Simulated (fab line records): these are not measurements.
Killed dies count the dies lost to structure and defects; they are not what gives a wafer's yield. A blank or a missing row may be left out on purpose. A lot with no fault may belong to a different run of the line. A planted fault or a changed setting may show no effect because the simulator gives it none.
fab line records	flow rit_cmos	part 2 of 2: steps 26 to 35 of 35
record lots=5	wafers=15	last_day=7
route steps=202 shown PSD@149 SDANNEAL@153 NSD@158 PLDD@159 NLDD@160 SILICIDE@161 CONTACT@168
lots that met no fault: from a run of the same line without faults
start_h: hours from the record's opening day to when the first of the lot's shown wafers began	wait_h: hours since the lot's step before	" identical to the entry in the row above	L1.1+2: a row that stands for several wafers	- no value, or no start was given	* or withheld: withheld	< > ~ a bound
route shown NAME@n: a module of which the file shows steps, and the number in the route of the first	usual: mean/standard deviation of fault-free wafers	same: alike in all rows	chamber/n: place in a boat	sites: the reading at each site	_std_site: their standard deviation	_edge_site: outer sites' mean less inner sites'	radius_mm: how far each site lies from the wafer's centre	mask NAME#n: copy n	behind: the most recent tool/chamber to have shaped the wafer	hold: the reason the lot was held/the length of the hold in hours/how it ended	device: names the non-switching transistor (n, p or np)	end of line: tests run on the same wafers once the route is complete	where a step has no rows: the recipe by itself	killed: not the wafer's yield, but the dies lost to structure and defects at the first sort	map: the dies of a wafer, with x for killed, . for not killed, _ for no die there
set.NAME: setting as actually run; set.NAME@STEP: the setting as run at that earlier step	model.NAME: the simulator's own value behind a step, which no gauge read
lots seen at some steps along the route; tables by step, rows by wafer
services: from which hour (start_h, from the record's first day; less than 0 if before it) a tool's chamber was out of use, for how many hours, and why
## steps
# step RIT_CONTACT_PEB_06
# recipe resist=NOVOLAK	temp_c=withheld	time_s=withheld
# usual chill_plate_temp_C=*
lot.wafer	tool	chamber	start_h	wait_h	chill_plate_temp_C
L075.2	litho_track-03	0	78.58	0.1	*
L075.4	"	0	"	"	*
L075.5	"	0	"	"	*
L079.3	litho_track-01	0	88.61	0.1	*
L079.4	"	0	"	"	*
L079.5	"	0	"	"	*
L080.1	litho_track-04	0	96.59	0.1	*
L080.4	"	0	"	"	*
L080.6	"	0	"	"	*
L082.2	litho_track-01	0	100.36	0.1	*
L082.3	"	0	"	"	*
L082.4	"	0	"	"	*
L095.2	litho_track-01	0	166.76	0.1	*
L095.3	"	0	"	"	*
L095.5	"	0	"	"	*
# step RIT_CONTACT_DEVELOP_07
# recipe resist=NOVOLAK	develop_time_s=120	dev_temp_c=23
# usual chill_plate_temp_C=22.99/0.1
lot.wafer	tool	chamber	start_h	wait_h	chill_plate_temp_C
L075.2	litho_track-03	0	-	-	23.05
L075.4	"	0	"	"	22.89
L075.5	"	0	"	"	22.94
L079.3	litho_track-01	0	-	-	23.03
L079.4	"	0	"	"	23.10
L079.5	"	0	"	"	23.05
L080.1	litho_track-04	0	-	-	23.06
L080.4	"	0	"	"	22.93
L080.6	"	0	"	"	22.88
L082.2	litho_track-01	0	-	-	23.06
L082.3	"	0	"	"	22.98
L082.4	"	0	"	"	23.05
L095.2	litho_track-01	0	-	-	23.06
L095.3	"	0	"	"	22.92
L095.5	"	0	"	"	23.02
# step RIT_CONTACT_CD_MEAS_08
# recipe target_cd_nm=1000
# usual cd_nm=1000.7/1.6
lot.wafer	tool	chamber	start_h	wait_h	cd_nm
L075.2	cd_sem-02	-	78.97	-	1002.5
L075.4	"	-	"	"	1001.9
L075.5	"	-	"	"	1001.1
L079.3	cd_sem-02	-	89.00	-	1002.1
L079.4	"	-	"	"	1004.1
L079.5	"	-	"	"	1000.1
L080.1	cd_sem-01	-	96.99	-	1000.7
L080.4	"	-	"	"	999.9
L080.6	"	-	"	"	1001.1
L082.2	cd_sem-01	-	100.76	-	1001.3
L082.3	"	-	"	"	1001.7
L082.4	"	-	"	"	1000.0
L095.2	cd_sem-01	-	167.16	-	1002.1
L095.3	"	-	"	"	1001.6
L095.5	"	-	"	"	1001.2
# step RIT_CONTACT_OVL_MEAS_09
# usual CONTACT_OVL=-1.2/1.5
lot.wafer	tool	chamber	start_h	wait_h	CONTACT_OVL[nm]
L075.2	overlay-02	-	79.08	0.1	1.3
L075.4	"	-	"	"	1.4
L075.5	"	-	"	"	1.1
L079.3	overlay-01	-	89.09	0.1	-3.0
L079.4	"	-	"	"	-2.2
L079.5	"	-	"	"	-0.2
L080.1	overlay-01	-	97.11	0.1	-2.4
L080.4	"	-	"	"	-2.2
L080.6	"	-	"	"	-0.3
L082.2	overlay-02	-	100.87	0.1	-1.4
L082.3	"	-	"	"	-0.8
L082.4	"	-	"	"	-0.4
L095.2	overlay-02	-	167.26	0.1	-2.1
L095.3	"	-	"	"	-2.8
L095.5	"	-	"	"	-1.7
# step RIT_CONTACT_HARDBAKE_10
# recipe resist=NOVOLAK	temp_c=140	time_s=60
# usual chill_plate_temp_C=22.99/0.093
lot.wafer	tool	chamber	start_h	wait_h	chill_plate_temp_C
L075.2	litho_track-01	0	79.13	0.0	22.92
L075.4	"	0	"	"	22.93
L075.5	"	0	"	"	23.04
L079.3	litho_track-01	0	89.17	0.1	23.00
L079.4	"	0	"	"	23.15
L079.5	"	0	"	"	23.10
L080.1	litho_track-01	0	97.15	0.0	22.84
L080.4	"	0	"	"	22.77
L080.6	"	0	"	"	22.86
L082.2	litho_track-01	0	100.92	0.0	22.94
L082.3	"	0	"	"	22.87
L082.4	"	0	"	"	22.90
L095.2	litho_track-03	0	167.32	0.0	22.98
L095.3	"	0	"	"	23.00
L095.5	"	0	"	"	22.89
# step RIT_CONTACT_ETCH_11
# recipe target_depth_a=4800	over_etch_frac=0.2	stop_on=TiSi2	chemistry=CHF3/CF4/Ar	target=SiO2	CHF3_flow_sccm=50	cf4_flow_sccm=10	Ar_flow_sccm=100	O2_flow_sccm=5	pressure_mtorr=100	rf_w=200	time_s=320
# usual drypump_motor_current_A=5.9/0.47	oes_product_au=0.999/0.011	throttle_valve_pct=8.88/0.15
lot.wafer	tool	chamber	start_h	wait_h	drypump_motor_current_A	oes_product_au	rf_hours_counter_h	throttle_valve_pct
L075.2	rie_diel-04	0	79.26	0.1	5.1	1.005	5	8.66
L075.4	"	2	"	"	5.4	1.019	108	8.74
L075.5	"	2	"	"	5.4	1.014	-	8.73
L079.3	rie_diel-02	0	89.27	0.1	4.9	1.007	120	8.93
L079.4	"	2	"	"	6.3	0.993	4	9.03
L079.5	"	3	"	"	6.2	0.996	-	8.70
L080.1	rie_diel-03	2	97.30	0.1	5.6	0.999	119	9.11
L080.4	"	1	"	"	6.4	0.997	149	9.05
L080.6	"	1	"	"	6.4	0.996	-	9.04
L082.2	rie_diel-02	3	101.05	0.1	6.2	0.989	105	8.68
L082.3	"	2	"	"	6.3	0.992	4	9.04
L082.4	"	0	"	"	4.9	1.005	121	8.92
L095.2	rie_diel-02	3	167.44	0.1	6.2	0.988	107	8.69
L095.3	"	1	"	"	6.2	1.012	134	8.93
L095.5	"	3	"	"	6.2	0.982	-	8.67
# step RIT_CONTACT_STRIP_12
# recipe chemistry=O2	time_s=180	resist=NOVOLAK	platen_temp_c=withheld	power_w=500	pressure_mtorr=4000	o2_flow_sccm=4000
# usual drypump_motor_current_A=5.66/0.21	o2_flow_sccm=3998/13
lot.wafer	tool	chamber	start_h	wait_h	drypump_motor_current_A	o2_flow_sccm	rf_hours_counter_h
L075.2	plasma_asher-01	1	79.45	0.1	5.82	4003	42
L075.4	"	0	"	"	5.84	3997	-
L075.5	"	1	"	"	5.81	3994	-
L079.3	plasma_asher-02	0	89.52	0.2	5.80	4007	-
L079.4	"	1	"	"	5.35	4005	-
L079.5	"	0	"	"	5.78	3990	-
L080.1	plasma_asher-03	0	97.49	0.1	5.87	4013	43
L080.4	"	1	"	"	5.45	4011	-
L080.6	"	0	"	"	5.86	4002	-
L082.2	plasma_asher-03	1	101.24	0.1	5.44	3998	44
L082.3	"	1	"	"	5.47	4017	-
L082.4	"	0	"	"	5.86	4006	-
L095.2	plasma_asher-01	1	167.64	0.1	5.78	3957	5
L095.3	"	1	"	"	5.79	3999	-
L095.5	"	0	"	"	5.86	4015	-
# step RIT_CONTACT_CD_MEAS_90
# recipe target_cd_nm=1000
# usual cd_nm=1000.6/1.6
lot.wafer	tool	chamber	start_h	wait_h	cd_nm
L075.2	cd_sem-01	-	79.65	0.1	1002.2
L075.4	"	-	"	"	1002.2
L075.5	"	-	"	"	1000.1
L079.3	cd_sem-01	-	89.68	0.1	1001.8
L079.4	"	-	"	"	1003.9
L079.5	"	-	"	"	1000.0
L080.1	cd_sem-01	-	97.66	0.1	1000.4
L080.4	"	-	"	"	1000.0
L080.6	"	-	"	"	1001.1
L082.2	cd_sem-02	-	101.44	0.1	1001.3
L082.3	"	-	"	"	1002.5
L082.4	"	-	"	"	1000.1
L095.2	cd_sem-01	-	167.83	0.1	1001.7
L095.3	"	-	"	"	1001.7
L095.5	"	-	"	"	1001.0
# step RIT_CONTACT_CLEAN_13
# recipe chemistry=SC1	mix=3:3:50	time_s=600	temp_c=75
# usual bath_heat_duty_pct=15.3/1.2	temp_c=75.00/0.12
lot.wafer	tool	chamber	start_h	wait_h	bath_heat_duty_pct	temp_c
L075.2	wet_bench-03	3	79.75	0.1	14.6	75.09
L075.4	"	3	"	"	14.2	74.92
L075.5	"	3	"	"	15.1	74.89
L079.3	wet_bench-01	0	89.76	0.1	16.9	75.03
L079.4	"	0	"	"	15.6	75.05
L079.5	"	0	"	"	17.7	75.20
L080.1	wet_bench-04	2	97.78	0.1	16.6	74.97
L080.4	"	2	"	"	16.4	74.82
L080.6	"	2	"	"	16.2	74.99
L082.2	wet_bench-04	2	101.54	0.1	15.9	74.96
L082.3	"	2	"	"	15.6	75.02
L082.4	"	2	"	"	16.3	75.08
L095.2	wet_bench-01	2	167.93	0.1	16.9	74.89
L095.3	"	2	"	"	16.6	74.86
L095.5	"	2	"	"	17.7	75.05
# step RIT_CONTACT_CLEAN_14
# recipe chemistry=SC2	mix=3:3:50	time_s=600	temp_c=75	dry=n2_spin
# usual bath_heat_duty_pct=15.1/1.1	temp_c=75.00/0.1
lot.wafer	tool	chamber	start_h	wait_h	bath_heat_duty_pct	temp_c
L075.2	wet_bench-04	1	79.92	0.0	14.5	75.00
L075.4	"	1	"	"	13.3	74.98
L075.5	"	1	"	"	13.5	75.08
L079.3	wet_bench-03	1	89.93	0.0	16.3	75.00
L079.4	"	1	"	"	15.8	75.09
L079.5	"	1	"	"	15.8	75.07
L080.1	wet_bench-01	1	97.98	0.0	13.9	74.88
L080.4	"	1	"	"	14.0	74.86
L080.6	"	1	"	"	14.0	74.90
L082.2	wet_bench-03	1	101.71	0.0	16.1	74.97
L082.3	"	1	"	"	15.9	75.09
L082.4	"	1	"	"	15.6	75.07
L095.2	wet_bench-03	1	168.11	0.0	15.2	75.07
L095.3	"	1	"	"	14.5	74.96
L095.5	"	1	"	"	14.1	74.97
## services
tool	chamber	start_h	hours	kind
pecvd-03	-	73.92	5.5	pm
rie_diel-02	-	81.46	0.5	repair
plasma_asher-01	-	83.33	28.1	pm
rie_diel-04	1	88.36	1.2	repair
implanter-01	-	89.92	3.4	repair
implanter-03	-	90.35	1.7	repair
rie_diel-04	-	100.03	1.5	repair
rie_diel-03	1	105.21	8.5	repair
iline_stepper-02	0	111.26	-	calibration
plasma_asher-01	-	111.44	9.0	pm
plasma_asher-01	0	111.44	9.0	vent_cycle
plasma_asher-01	1	111.44	9.0	vent_cycle
plasma_asher-01	-	113.25	4.2	repair
pvd_sputter-01	-	113.68	4.7	repair
iline_stepper-01	-	115.01	3.7	repair
pvd_sputter-04	-	124.10	1.1	repair
pecvd-01	-	125.42	0.6	repair
pecvd-03	0	128.95	7.8	repair
pvd_sputter-04	-	133.30	4.7	repair
implanter-01	-	137.13	1.4	repair
pecvd-01	-	140.98	2.8	pm
wet_bench-02	-	145.55	2.2	repair
rie_diel-04	-	153.91	14.6	pm
plasma_asher-01	-	159.39	3.5	repair
